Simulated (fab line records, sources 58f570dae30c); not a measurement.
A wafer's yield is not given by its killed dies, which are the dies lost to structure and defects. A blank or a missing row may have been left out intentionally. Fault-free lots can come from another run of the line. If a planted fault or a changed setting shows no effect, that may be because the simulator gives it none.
fab line records	flow berkeleyCmos170
record lots=15	wafers=45	lastDay=11
route steps=331 shown PFIELD@88 PVT@121 GATE@131 PLDD@148
lots that met no fault: from a run of the same line without faults
startH: the number of hours between the record's first day and the start of the first shown wafer of the lot	waitH: how many hours have passed since the lot's step before this one	" unchanged from the row above	L1.1+2: a row that stands for several wafers	- either no value or no given start	* or withheld: withheld	< > ~ a bound
route shown NAME@n: NAME is a module with steps in the file, n the number in the route of the first one	usual: mean/standard deviation of fault-free wafers	same: alike in all rows	chamber/n: place in a boat	sites: each site's reading	_std_site: standard deviation across them	_edge_site: inner sites' mean taken away from outer sites' mean	radiusMm: for every site, how far away it sits from the centre of the wafer	mask NAME#n: copy n	behind: the last tool/chamber to shape the wafer	hold: cause of the lot's hold/its duration in hours/its outcome	device: names the non-switching transistor (n, p or np)	end of line: the tests these same wafers got at the end of their route	for a step that has no rows: nothing shown but its recipe	killed: at the first sort, the dies lost to defects and structure; wafer yield is something else	map: shows each die of a wafer: x if killed, . if not, _ if none is there
set.NAME: the setting as run; set.NAME@STEP: as run at that earlier step	model.NAME: the simulator's own value behind a step, which no gauge read
one table for each step of the route and one row for each wafer, over a sample of lots
services: the hour from which a tool's chamber was out of use, counted from the record's first day as startH (under 0 if before that day), plus the number of hours and why
## steps
# step UCB170_PFIELD_TW_MEAS_09
# usual PFIELD_TW=602/3.9
lot.wafer	tool	chamber	startH	waitH	PFIELD_TW
L843.2	filmMetro-02	-	90.43	0.1	605
L843.4	"	-	"	"	603
L843.6	"	-	"	"	604
L845.3	filmMetro-01	-	90.97	0.1	604
L845.4	"	-	"	"	606
L845.6	"	-	"	"	604
L844.1	filmMetro-04	-	91.14	0.1	596
L844.3	"	-	"	"	601
L844.4	"	-	"	"	596
L848.4	filmMetro-04	-	102.57	0.1	595
L848.5	"	-	"	"	598
L848.6	"	-	"	"	599
L847.1	filmMetro-04	-	110.26	0.1	599
L847.4	"	-	"	"	600
L847.5	"	-	"	"	598
L850.1	filmMetro-04	-	120.17	0.1	601
L850.2	"	-	"	"	600
L850.3	"	-	"	"	599
L851.4	filmMetro-02	-	120.65	0.1	608
L851.5	"	-	"	"	607
L851.6	"	-	"	"	608
L853.2	filmMetro-02	-	132.07	0.1	606
L853.5	"	-	"	"	605
L853.6	"	-	"	"	608
L855.2	filmMetro-01	-	144.81	0.1	607
L855.4	"	-	"	"	601
L855.6	"	-	"	"	600
L856.1	filmMetro-01	-	155.81	0.1	605
L856.2	"	-	"	"	602
L856.6	"	-	"	"	599
L859.1	filmMetro-01	-	163.12	0.1	601
L859.3	"	-	"	"	604
L859.4	"	-	"	"	602
L860.1	filmMetro-01	-	163.56	0.1	602
L860.3	"	-	"	"	601
L860.6	"	-	"	"	601
L862.3	filmMetro-01	-	180.76	0.1	604
L862.5	"	-	"	"	602
L862.6	"	-	"	"	605
L861.1	filmMetro-04	-	181.02	0.1	598
L861.4	"	-	"	"	598
L861.6	"	-	"	"	598
L864.2	filmMetro-04	-	191.78	0.1	597
L864.3	"	-	"	"	598
L864.4	"	-	"	"	599
# step UCB170_PVT_OVL_MEAS_06
# usual PVT_OVL=1/7.3
lot.wafer	tool	chamber	startH	waitH	PVT_OVL[nm]
L844.1	overlay-02	-	114.43	-	3
L844.3	"	-	"	"	0
L844.4	"	-	"	"	4
L843.2	overlay-02	-	114.71	-	-11
L843.4	"	-	"	"	-9
L843.6	"	-	"	"	-7
L845.3	overlay-01	-	114.94	-	1
L845.4	"	-	"	"	8
L845.6	"	-	"	"	12
L848.4	overlay-02	-	129.74	-	2
L848.5	"	-	"	"	-13
L848.6	"	-	"	"	3
L847.1	overlay-02	-	139.44	-	9
L847.4	"	-	"	"	5
L847.5	"	-	"	"	11
L850.1	overlay-01	-	149.38	-	-1
L850.2	"	-	"	"	8
L850.3	"	-	"	"	4
L851.4	overlay-01	-	149.65	-	1
L851.5	"	-	"	"	-11
L851.6	"	-	"	"	-3
L853.2	overlay-01	-	165.74	-	-7
L853.5	"	-	"	"	1
L853.6	"	-	"	"	-4
L855.2	overlay-02	-	177.57	-	12
L855.4	"	-	"	"	8
L855.6	"	-	"	"	0
L856.1	overlay-02	-	187.91	-	-10
L856.2	"	-	"	"	10
L856.6	"	-	"	"	12
L859.1	overlay-01	-	196.00	-	4
L859.3	"	-	"	"	6
L859.4	"	-	"	"	-3
L860.1	overlay-01	-	196.10	-	7
L860.3	"	-	"	"	8
L860.6	"	-	"	"	9
L861.1	overlay-01	-	210.35	-	-3
L861.4	"	-	"	"	10
L861.6	"	-	"	"	7
L862.3	overlay-02	-	210.64	-	-1
L862.5	"	-	"	"	1
L862.6	"	-	"	"	1
L864.2	overlay-02	-	220.31	-	-10
L864.3	"	-	"	"	0
L864.4	"	-	"	"	-8
# step UCB170_GATE_THK_MEAS_05
# recipe reads=poly-Si_of_GATE_CVD_04
# usual GATE_POLY_THK=214.8/2.4
lot.wafer	tool	chamber	startH	waitH	GATE_POLY_THK[nm]
L844.1	filmMetro-03	-	123.75	0.0	215.0
L844.3	"	-	"	"	216.0
L844.4	"	-	"	"	215.6
L843.2	filmMetro-02	-	123.76	0.0	213.3
L843.4	"	-	"	"	213.4
L843.6	"	-	"	"	214.1
L845.3	filmMetro-04	-	123.77	0.0	214.2
L845.4	"	-	"	"	215.5
L845.6	"	-	"	"	213.5
L848.4	filmMetro-03	-	148.13	0.0	212.7
L848.5	"	-	"	"	213.3
L848.6	"	-	"	"	213.3
L847.1	filmMetro-03	-	153.88	0.0	214.4
L847.4	"	-	"	"	215.6
L847.5	"	-	"	"	214.0
L850.1	filmMetro-04	-	163.35	0.0	218.2
L850.2	"	-	"	"	217.5
L850.3	"	-	"	"	216.1
L851.4	filmMetro-02	-	163.38	0.0	211.0
L851.5	"	-	"	"	207.3
L851.6	"	-	"	"	210.4
L853.2	filmMetro-03	-	177.62	0.0	210.1
L853.5	"	-	"	"	211.3
L853.6	"	-	"	"	211.1
L855.2	filmMetro-04	-	187.08	0.0	215.8
L855.4	"	-	"	"	213.8
L855.6	"	-	"	"	213.6
L856.1	filmMetro-04	-	198.54	0.0	216.5
L856.2	"	-	"	"	215.4
L856.6	"	-	"	"	215.9
L859.1	filmMetro-03	-	206.16	0.0	214.6
L859.3	"	-	"	"	216.9
L859.4	"	-	"	"	214.6
L860.1	filmMetro-04	-	206.17	0.0	218.7
L860.3	"	-	"	"	220.1
L860.6	"	-	"	"	219.7
L861.1	filmMetro-03	-	218.99	0.0	215.9
L861.4	"	-	"	"	213.3
L861.6	"	-	"	"	213.8
L862.3	filmMetro-02	-	219.01	0.0	213.9
L862.5	"	-	"	"	215.5
L862.6	"	-	"	"	215.1
L864.2	filmMetro-03	-	229.93	0.0	214.4
L864.3	"	-	"	"	215.6
L864.4	"	-	"	"	213.3
# step UCB170_PLDD_EXPOSE_03
# recipe maskId=PSELECT	na=0.5	sigmaOuter=0.6	sourceShape=conventional	targetCdNm=1200	doseMj=30
# usual exposureDoseMJCm2=29.983/0.028
lot.wafer	tool	chamber	startH	waitH	mask	exposureDoseMJCm2
L844.1	krfScanner-02	0	128.94	3.1	PSELECT#0	29.988
L844.3	"	0	"	"	PSELECT#0	29.993
L844.4	"	0	"	"	PSELECT#0	29.995
L843.2	krfScanner-02	0	129.07	2.9	PSELECT#0	29.995
L843.4	"	0	"	"	PSELECT#0	29.988
L843.6	"	0	"	"	PSELECT#0	29.964
L845.3	krfScanner-02	0	129.21	2.8	PSELECT#0	29.959
L845.4	"	0	"	"	PSELECT#0	29.977
L845.6	"	0	"	"	PSELECT#0	29.945
L848.4	krfScanner-02	0	150.77	0.1	PSELECT#0	29.987
L848.5	"	0	"	"	PSELECT#0	29.993
L848.6	"	0	"	"	PSELECT#0	30.002
L847.1	krfScanner-01	0	156.32	0.1	PSELECT#0	29.994
L847.4	"	0	"	"	PSELECT#0	30.011
L847.5	"	0	"	"	PSELECT#0	29.980
L850.1	krfScanner-01	0	166.10	0.1	PSELECT#0	29.987
L850.2	"	0	"	"	PSELECT#0	29.964
L850.3	"	0	"	"	PSELECT#0	29.969
L851.4	krfScanner-02	0	166.73	0.2	PSELECT#0	29.993
L851.5	"	0	"	"	PSELECT#0	29.985
L851.6	"	0	"	"	PSELECT#0	30.009
L853.2	krfScanner-01	0	180.88	0.5	PSELECT#0	30.022
L853.5	"	0	"	"	PSELECT#0	30.003
L853.6	"	0	"	"	PSELECT#0	30.033
L855.2	krfScanner-02	0	189.37	0.2	PSELECT#0	29.933
L855.4	"	0	"	"	PSELECT#0	29.962
L855.6	"	0	"	"	PSELECT#0	29.950
L856.1	krfScanner-02	0	204.10	0.1	PSELECT#0	29.941
L856.2	"	0	"	"	PSELECT#0	29.976
L856.6	"	0	"	"	PSELECT#0	29.977
L859.1	krfScanner-02	0	208.50	0.1	PSELECT#0	33.366
L859.3	"	0	"	"	PSELECT#0	33.337
L859.4	"	0	"	"	PSELECT#0	33.336
L860.1	krfScanner-02	0	208.90	0.1	PSELECT#0	33.285
L860.3	"	0	"	"	PSELECT#0	33.302
L860.6	"	0	"	"	PSELECT#0	33.311
L861.1	krfScanner-01	0	222.51	0.2	PSELECT#0	30.012
L861.4	"	0	"	"	PSELECT#0	30.010
L861.6	"	0	"	"	PSELECT#0	30.011
L862.3	krfScanner-02	0	222.79	0.2	PSELECT#0	32.112
L862.5	"	0	"	"	PSELECT#0	32.096
L862.6	"	0	"	"	PSELECT#0	32.117
L864.2	krfScanner-01	0	232.45	0.2	PSELECT#0	29.941
L864.3	"	0	"	"	PSELECT#0	29.979
L864.4	"	0	"	"	PSELECT#0	29.992
# step UCB170_PLDD_CD_MEAS_06
# recipe targetCdNm=1200
# usual cdNm=1199.7/1.3
lot.wafer	tool	chamber	startH	waitH	cdNm
L844.1	cdSem-01	-	129.33	-	1198.9
L844.3	"	-	"	"	1201.6
L844.4	"	-	"	"	1201.2
L843.2	cdSem-01	-	129.47	-	1199.1
L843.4	"	-	"	"	1201.4
L843.6	"	-	"	"	1199.9
L845.3	cdSem-01	-	129.65	-	1197.9
L845.4	"	-	"	"	1199.1
L845.6	"	-	"	"	1198.9
L848.4	cdSem-02	-	151.17	-	1197.2
L848.5	"	-	"	"	1197.5
L848.6	"	-	"	"	1197.5
L847.1	cdSem-01	-	156.95	-	1197.3
L847.4	"	-	"	"	1197.9
L847.5	"	-	"	"	1199.2
L850.1	cdSem-02	-	166.73	-	1199.3
L850.2	"	-	"	"	1198.5
L850.3	"	-	"	"	1198.3
L851.4	cdSem-01	-	167.12	-	1197.9
L851.5	"	-	"	"	1200.0
L851.6	"	-	"	"	1199.1
L853.2	cdSem-01	-	181.55	-	1201.2
L853.5	"	-	"	"	1199.6
L853.6	"	-	"	"	1201.3
L855.2	cdSem-02	-	189.76	-	1200.8
L855.4	"	-	"	"	1200.9
L855.6	"	-	"	"	1201.1
L856.1	cdSem-01	-	204.74	-	1200.0
L856.2	"	-	"	"	1199.9
L856.6	"	-	"	"	1201.0
L859.1	cdSem-01	-	209.34	-	1217.7
L859.3	"	-	"	"	1218.4
L859.4	"	-	"	"	1217.5
L860.1	cdSem-01	-	209.67	-	1219.8
L860.3	"	-	"	"	1218.4
L860.6	"	-	"	"	1218.0
L861.1	cdSem-01	-	223.24	-	1198.9
L861.4	"	-	"	"	1199.7
L861.6	"	-	"	"	1199.2
L862.3	cdSem-01	-	223.40	-	1214.3
L862.5	"	-	"	"	1213.3
L862.6	"	-	"	"	1214.1
L864.2	cdSem-01	-	232.84	-	1199.6
L864.3	"	-	"	"	1200.6
L864.4	"	-	"	"	1199.5
## services
tool	chamber	startH	hours	kind
krfScanner-01	-	105.94	0.8	pm
krfScanner-02	0	119.03	-	calibration
krfScanner-01	-	124.92	4.0	pm
krfScanner-02	-	125.51	3.4	repair
krfScanner-01	0	129.18	-	calibration
krfScanner-02	-	131.72	1.3	pm
krfScanner-02	-	138.45	0.8	pm
krfScanner-02	-	179.53	1.8	repair
krfScanner-01	-	190.64	4.4	pm
krfScanner-02	-	205.30	0.8	pm
krfScanner-01	-	212.05	1.3	pm
krfScanner-02	-	232.31	1.0	pm
## key
firstSign step=UCB170_PLDD_EXPOSE_03	reading=exposureDoseMJCm2	direction=up	sigmas=99+	usual=29.983	struck=32.918
effect step=UCB170_PLDD_CD_MEAS_06	reading=cdNm	direction=up	sigmas=13	usual=1199.7	struck=1216.8	through=controlLoop
metAt UCB170_PLDD_EXPOSE_03
struckLots L859,L860,L862
rowsEnd L859.1,L859.3,L859.4,L860.1,L860.3,L860.6,L862.3
testerLeftOut L862
loopTrim step=UCB170_PLDD_EXPOSE_03	setting=dose	lots=L862
notActingAt UCB170_PFIELD_TW_MEAS_09,UCB170_PVT_OVL_MEAS_06,UCB170_GATE_THK_MEAS_05
onsetBetween 204.10 208.50
fault kind=processParameterDrift	tool=krfScanner-02	chamber=-	onsetH=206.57	steps=UCB170_PLDD_EXPOSE_03	channel=doseMj	offset=3.3605	shape=step	actsIn=theseRecipesOnly	stated=30
# testerLeftOut: of these lots the tester's yield and bins aren't shown, on N5 and GAA mostly nor the transistor test; their killed dies are dies lost to structure and defects alone, not to doping, threshold or leakage, so they don't give the yield
# rowsEnd: these wafers met a further fault down the route, and their rows from its step on are left out
# loopTrim: a control loop set the setting to another value than it would have without faults
